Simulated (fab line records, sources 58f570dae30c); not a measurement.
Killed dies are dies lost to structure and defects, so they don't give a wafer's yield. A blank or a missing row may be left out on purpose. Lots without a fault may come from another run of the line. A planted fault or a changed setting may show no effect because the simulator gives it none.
A struck lot beside a sound one | flow berkeley_cmos170 | 45 steps out of a route of 331
Sound: wafers L102.3, L102.4, L102.6. Struck: wafers L111.1, L111.3, L111.6. The cause comes at the end.
At each step with rows: each side's tool, then ch and its chambers, then its first start. Under that, the readings that differ: sound wafers | struck wafers | difference of the means | sigmas: that difference in standard deviations of wafers without a fault.
alike: readings whose means differ by less than 2 such deviations, and words and numbers that are the same on both sides. not compared: withheld readings, readings that some wafer has no value for, bounds like >300 that may hide the same value, and numbers for which the record gives no deviation and whose values overlap.
The two part at a step that has a row with sigmas, a row that says differs or no value, or rows on one side only. Numbers that don't overlap but have no deviation are shown without sigmas and don't part them. A reading that every wafer of one side lacks parts them only if that side has two wafers or more.

UCB170_GATE_ETCH_15: etches poly-Si in HBr/Cl2, stops on SiO2, time 56.3 s, target depth 278.2 nm.
  sound on rie_si-02 ch 1,3, day 7 12:50; struck on rie_si-02 ch 0,2,3, day 9 17:11
  alike: drypump_motor_current_A, oes_product_au, throttle_valve_pct
  not compared: rf_hours_counter_h
UCB170_GATE_STRIP_16: strips in O2.
  sound on plasma_asher-04 ch 0,1, day 7 12:55; struck on plasma_asher-04 ch 1, day 9 17:14
  alike: drypump_motor_current_A, o2_flow_sccm, oes_product_au
  not compared: rf_hours_counter_h
UCB170_GATE_CD_MEAS_90: target cd 350 nm.
  sound on cd_sem-02, day 7 13:02; struck on cd_sem-02, day 9 17:23
  alike: cd_nm
then, 7 steps without rows for these wafers: UCB170_GATE_CLEAN_17 (cleans in SPM, time 600 s); UCB170_PLDD_HMDS_00 (prime time 60 s); UCB170_PLDD_COAT_01 (resist thk 900 nm); UCB170_PLDD_SOFTBAKE_02 (time 60 s); UCB170_PLDD_EXPOSE_03 (exposes mask PSELECT, target cd 1200 nm); UCB170_PLDD_PEB_04; UCB170_PLDD_DEVELOP_05 (develop time 45 s).
UCB170_PLDD_CD_MEAS_06: target cd 1200 nm.
  sound on cd_sem-01, day 7 14:49; struck on cd_sem-02, day 9 18:52
  alike: cd_nm
UCB170_PLDD_OVL_MEAS_07:
  sound on overlay-01, day 7 14:55; struck on overlay-01, day 9 18:59
  alike: PLDD_OVL
UCB170_PLDD_IMPLANT_08:
  sound on implanter-01 ch 0, day 7 14:59; struck on implanter-04 ch 0, day 9 19:01
  reading       | sound                     | struck                        | difference | sigmas
  beam_on_s (s) | 10.5 9.6 10.1             | 12.9 12.6 12.3                | +2.5       | +6
  dose_ions_cm2 | 5.004e+13 5e+13 4.999e+13 | 5.809e+13 5.801e+13 5.791e+13 | +7.993e+12 | +99 or more
  alike: rotation_deg
then, 1 step without rows for these wafers: UCB170_PLDD_IMPLANT_09.
UCB170_PLDD_STRIP_10: strips in O2.
  sound on plasma_asher-04 ch 0,1, day 7 15:16; struck on plasma_asher-04 ch 0,1, day 9 19:19
  alike: drypump_motor_current_A, o2_flow_sccm, oes_product_au, strip_time_to_endpoint_s
  not compared: rf_hours_counter_h
UCB170_PLDD_TW_MEAS_11:
  sound on film_metro-04, day 7 15:22; struck on film_metro-04, day 9 19:38
  reading | sound          | struck         | difference | sigmas
  PLDD_TW | 1012 1011 1013 | 1037 1040 1040 | +27        | +3
  not compared: hold
then, 7 steps without rows for these wafers: UCB170_PLDD_CLEAN_12 (cleans in SPM, time 600 s); UCB170_NLDD_HMDS_00 (prime time 60 s); UCB170_NLDD_COAT_01 (resist thk 900 nm); UCB170_NLDD_SOFTBAKE_02 (time 60 s); UCB170_NLDD_EXPOSE_03 (exposes mask NSELECT, target cd 1200 nm); UCB170_NLDD_PEB_04; UCB170_NLDD_DEVELOP_05 (develop time 45 s).
UCB170_NLDD_CD_MEAS_06: target cd 1200 nm.
  sound on cd_sem-02, day 7 16:27; struck on cd_sem-02, day 9 20:59
  alike: cd_nm
UCB170_NLDD_OVL_MEAS_07:
  sound on overlay-01, day 7 16:33; struck on overlay-01, day 9 21:07
  reading       | sound  | struck      | difference | sigmas
  NLDD_OVL (nm) | 1 1 -2 | -16 -17 -14 | -16        | -3
then, 2 steps without rows for these wafers: UCB170_NLDD_IMPLANT_08; UCB170_NLDD_IMPLANT_09.
UCB170_NLDD_STRIP_10: strips in O2.
  sound on plasma_asher-04 ch 0,1, day 7 16:54; struck on plasma_asher-01 ch 0,1, day 9 21:26
  alike: drypump_motor_current_A, o2_flow_sccm, oes_product_au, strip_time_to_endpoint_s
  not compared: rf_hours_counter_h
UCB170_NLDD_TW_MEAS_11:
  sound on film_metro-03, day 7 16:59; struck on film_metro-01, day 9 21:32
  alike: NLDD_TW
then, 1 step without rows for these wafers: UCB170_NLDD_CLEAN_12 (cleans in SPM, time 600 s).
UCB170_SPACER_CVD_00: deposits SiO2 from TEOS/O2, target thk 376 nm, time 47 s.
  sound on pecvd-01 ch 0,2, day 7 17:13; struck on pecvd-04 ch 0,1,2, day 9 21:58
  alike: heater_power_w
UCB170_SPACER_THK_MEAS_01:
  sound on film_metro-02, day 7 17:16; struck on film_metro-02, day 9 22:01
  alike: SPACER_TEOS_THK
then, 8 steps without rows for these wafers: UCB170_SPACER_ANNEAL_02 (time 1800 s); UCB170_SPACER_ETCHBACK_03 (etches SiO2 in CHF3/CF4/Ar, stops on Si, target depth 376 nm, time 100 s); UCB170_PSD_HMDS_00 (prime time 60 s); UCB170_PSD_COAT_01 (resist thk 900 nm); UCB170_PSD_SOFTBAKE_02 (time 60 s); UCB170_PSD_EXPOSE_03 (exposes mask PSELECT MOD, target cd 1200 nm); UCB170_PSD_PEB_04; UCB170_PSD_DEVELOP_05 (develop time 45 s).
UCB170_PSD_CD_MEAS_06: target cd 1200 nm.
  sound on cd_sem-01, day 7 22:12; struck on cd_sem-02, day 10 03:32
  alike: cd_nm
UCB170_PSD_OVL_MEAS_07:
  sound on overlay-02, day 7 22:17; struck on overlay-01, day 10 03:39
  alike: PSD_OVL
UCB170_SDANNEAL_RS_MEAS_04: measures by four-point-probe.
  sound on film_metro-03, day 8 02:37; struck on film_metro-01, day 10 12:45
  reading          | sound                | struck            | difference | sigmas
  PLDD_RS (ohm/sq) | 1028.2 1034.7 1032.5 | 969.4 966.6 971.0 | -62.8      | -21
  not compared: hold
UCB170_SDANNEAL_RS_MEAS_05: measures by four-point-probe.
  sound on film_metro-03, day 8 02:44; struck on film_metro-01, day 10 16:02
  reading | sound | struck                                                                     | difference                   | sigmas
  hold    | - - - | await_dispo/3.2h/release await_dispo/3.2h/release await_dispo/3.2h/release | no value on the sound wafers |
  alike: NLDD_RS
UCB170_M3_PROBE_99:
  the record has rows for the struck wafers here (prober-02, day 11 14:41) and none for the sound ones

WHERE THEY PART
First at UCB170_PLDD_IMPLANT_08; last, within this record, at UCB170_M3_PROBE_99.

WHY: what the simulator had put in
Process parameter drift: implanter-04, from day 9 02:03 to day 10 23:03, at UCB170_PLDD_IMPLANT_08. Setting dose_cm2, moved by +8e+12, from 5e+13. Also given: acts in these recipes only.
